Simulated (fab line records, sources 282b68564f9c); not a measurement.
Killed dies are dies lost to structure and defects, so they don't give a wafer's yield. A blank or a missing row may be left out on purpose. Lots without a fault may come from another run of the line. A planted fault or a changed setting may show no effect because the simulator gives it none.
Tool commonality check | flow rit_cmos | 13 lots, 39 wafers sampled

WHY IT WAS OPENED
At RIT_NLDD_TW_MEAS_10 the reading NLDD_TW is flagged on 3 of 13 lots. Wafers without a fault read 2488, standard deviation 21.
Rule: a lot is flagged when every wafer of it that has a number lies more than 4 standard deviations from that mean, or none has a number. The other lots count as sound.

lot  | measured    | on            | NLDD_TW, wafer by wafer | flag
L773 | day 3 03:02 | film_metro-02 | 2503 2497 2496          |
L774 | day 3 04:11 | film_metro-02 | 2507 2515 2496          |
L779 | day 4 00:47 | film_metro-03 | 2496 2497 2501          |
L781 | day 4 10:20 | film_metro-01 | 2698 2698 2698          | FLAGGED
L782 | day 4 14:17 | film_metro-01 | 2685 2693 2702          | FLAGGED
L784 | day 5 01:29 | film_metro-02 | 2748 2743 2757          | FLAGGED
L785 | day 5 05:51 | film_metro-01 | 2448 2459 2455          |
L786 | day 5 10:16 | film_metro-03 | 2506 2496 2503          |
L787 | day 5 15:05 | film_metro-03 | 2488 2488 2494          |
L791 | day 6 12:03 | film_metro-03 | 2493 2476 2503          |
L793 | day 6 21:13 | film_metro-01 | 2482 2484 2476          |
L794 | day 7 03:37 | film_metro-01 | 2461 2470 2461          |
L796 | day 7 13:10 | film_metro-01 | 2462 2459 2462          |
The numbers of the flagged lots are 2714 on average: +226 against the usual, or +11 standard deviations.

WHICH TOOL RAN EACH LOT
The record holds 1 process step before the reading, out of a route of 202 steps. In each cell: the tool, then ch and the chambers that the sampled wafers went through, then the start.
lot  | flag    | RIT_NLDD_IMPLANT_08
L773 |         | implanter-01 ch 0, day 3 02:43
L774 |         | implanter-01 ch 0, day 3 03:51
L779 |         | implanter-02 ch 0, day 4 00:29
L781 | FLAGGED | implanter-02 ch 0, day 4 10:02
L782 | FLAGGED | implanter-02 ch 0, day 4 13:58
L784 | FLAGGED | implanter-02 ch 0, day 5 01:11
L785 |         | implanter-01 ch 0, day 5 05:31
L786 |         | implanter-03 ch 0, day 5 09:57
L787 |         | implanter-03 ch 0, day 5 14:46
L791 |         | implanter-01 ch 0, day 6 11:44
L793 |         | implanter-01 ch 0, day 6 20:53
L794 |         | implanter-03 ch 0, day 7 03:17
L796 |         | implanter-03 ch 0, day 7 12:50
What these steps do:
- RIT_NLDD_IMPLANT_08
- RIT_NLDD_TW_MEAS_10

FLAGGED OVER TOTAL, TOOL BY TOOL (the gauges that took the reading come last)
step                | tool          | lots run | flagged | share of the flagged lots | sound lots run after its first flagged lot
RIT_NLDD_IMPLANT_08 | implanter-01  | 5        | 0       | none                      | -
RIT_NLDD_IMPLANT_08 | implanter-02  | 4        | 3       | all                       | 0
RIT_NLDD_IMPLANT_08 | implanter-03  | 4        | 0       | none                      | -
RIT_NLDD_TW_MEAS_10 | film_metro-01 | 6        | 2       | some                      | 4 (L785,L793,L794,L796)
RIT_NLDD_TW_MEAS_10 | film_metro-02 | 3        | 1       | some                      | 0
RIT_NLDD_TW_MEAS_10 | film_metro-03 | 4        | 0       | none                      | -

WHAT THE TABLE ALLOWS
1 row of the table ran every flagged lot: implanter-02 at RIT_NLDD_IMPLANT_08.
- implanter-02 at RIT_NLDD_IMPLANT_08: 3 of its 4 lots flagged. Its last sound lot is L779 (day 4 00:29), its first flagged lot L781 (day 4 10:02): a fault that began between those two fits. Its own readings lie more than 4 standard deviations out on every wafer of the flagged lots: dose_ions_cm2, faraday_current_uA.
One tool is left: implanter-02 at RIT_NLDD_IMPLANT_08.

WHAT THE SIMULATOR HAD PUT IN
Process parameter drift: implanter-02, from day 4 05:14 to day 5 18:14, at RIT_NLDD_IMPLANT_08. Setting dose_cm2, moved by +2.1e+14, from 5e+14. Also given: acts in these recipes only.
Lots struck among those shown: L781, L782, L784. The rule above found the same.
